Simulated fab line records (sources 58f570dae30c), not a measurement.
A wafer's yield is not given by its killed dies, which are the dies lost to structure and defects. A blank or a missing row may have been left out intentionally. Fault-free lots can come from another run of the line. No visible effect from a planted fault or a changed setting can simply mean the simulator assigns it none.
Chamber matching / flow berkeley_cmos170 / rie_diel-04 running UCB170_GATE_ETCH_14: 4 sister chambers
The step etches BARC in N2/H2. 7 wafers are shown with their chamber, then 7 later ones without.

## EACH WAFER AND ITS CHAMBER
wafer=L872.6; chamber=1; drypump_motor_current_A (A)=5.9; throttle_valve_pct (%)=13.35
wafer=L874.2; chamber=2; drypump_motor_current_A (A)=6.1; throttle_valve_pct (%)=13.37
wafer=L887.1; chamber=1; drypump_motor_current_A (A)=5.9; throttle_valve_pct (%)=13.35
wafer=L887.3; chamber=0; drypump_motor_current_A (A)=6.0; throttle_valve_pct (%)=13.25
wafer=L887.5; chamber=3; drypump_motor_current_A (A)=5.3; throttle_valve_pct (%)=13.35
wafer=L889.2; chamber=0; drypump_motor_current_A (A)=5.9; throttle_valve_pct (%)=13.25
wafer=L889.3; chamber=3; drypump_motor_current_A (A)=5.3; throttle_valve_pct (%)=13.34

## WAFERS MISSING THEIR CHAMBER
wafer=L889.6; drypump_motor_current_A (A)=5.9; throttle_valve_pct (%)=13.33
wafer=L892.1; drypump_motor_current_A (A)=5.3; throttle_valve_pct (%)=13.33
wafer=L892.4; drypump_motor_current_A (A)=5.9; throttle_valve_pct (%)=13.35
wafer=L892.6; drypump_motor_current_A (A)=5.3; throttle_valve_pct (%)=13.33
wafer=L893.1; drypump_motor_current_A (A)=5.9; throttle_valve_pct (%)=13.26
wafer=L893.2; drypump_motor_current_A (A)=5.3; throttle_valve_pct (%)=13.34
wafer=L893.4; drypump_motor_current_A (A)=6.0; throttle_valve_pct (%)=13.35

## WHICH CHAMBER EACH ONE RAN IN
wafer=L889.6; from the rows above=1; in truth=1
wafer=L892.1; from the rows above=3; in truth=3
wafer=L892.4; from the rows above=1; in truth=1
wafer=L892.6; from the rows above=3; in truth=3
wafer=L893.1; from the rows above=0; in truth=0
wafer=L893.2; from the rows above=3; in truth=3
wafer=L893.4; from the rows above=1; in truth=1
7 of 7 placed correctly. Number that these rows cannot place: 0. Number placed wrongly: 0.
How it was worked out, from the rows above alone: a wafer's distance from a chamber is the root of the sum, over the readings, of the square of ((its reading less the chamber's mean) divided by the reading's scatter). The wafer belongs to the nearest chamber; if the next one is less than 2 further off, it can't be placed. The mean given for a chamber averages the wafers shown for that chamber. The scatter is the square root of a quotient: the sum, over the shown wafers, of each reading's squared deviation from its chamber's mean, divided by wafers minus chambers.
